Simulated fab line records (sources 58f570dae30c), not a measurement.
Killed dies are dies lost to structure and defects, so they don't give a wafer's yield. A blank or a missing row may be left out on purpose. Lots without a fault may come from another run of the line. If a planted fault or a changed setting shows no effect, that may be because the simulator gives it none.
Chamber matching	flow berkeleyCmos170	UCB170_V1_CVD_00 on pecvd-03 has 3 sister chambers
The step deposits SiO2 from TEOS/O2, target thk 2000 nm, time 250 s. 6 wafers are shown with their chamber, then 7 later ones without.

== WAFERS PAIRED WITH THEIR CHAMBERS ==
wafer	chamber	heaterPowerW (W)	pressureMtorr (mTorr)
L862.4	0	199	8972
L862.6	1	217	9016
L865.2	1	304	8994
L865.3	0	293	9006
L867.3	2	326	8985
L867.5	2	249	9004

== WAFERS WITH NO CHAMBER GIVEN ==
wafer	heaterPowerW (W)	pressureMtorr (mTorr)
L867.6	217	9020
L871.4	204	8991
L871.5	247	8993
L871.6	223	8979
L872.2	270	8972
L872.4	202	8997
L872.5	328	8980

== WHICH CHAMBER EACH WENT THROUGH ==
wafer	from the rows above	in truth
L867.6	can't be placed: 1 or 0 or 2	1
L871.4	can't be placed: 0 or 1 or 2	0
L871.5	can't be placed: 0 or 2 or 1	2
L871.6	can't be placed: 0 or 2 or 1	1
L872.2	can't be placed: 0 or 2 or 1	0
L872.4	can't be placed: 0 or 1 or 2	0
L872.5	can't be placed: 2 or 0 or 1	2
0 of 7 placed correctly. Unplaceable from these rows: 7, with the true chamber sitting among the candidates in 7. 0 placed wrongly.
How it was worked out, from the rows above alone: a wafer's distance from a chamber is the root of the sum, over the readings, of the square of ((its reading less the chamber's mean) divided by the reading's scatter). The wafer belongs to the nearest chamber; if the next one is less than 2 further off, it can't be placed. The mean given for a chamber averages the wafers shown for that chamber. How the scatter is found: for the shown wafers, subtract from each reading the mean of its chamber, square and add these, divide the total by (wafers less chambers), then take the root.
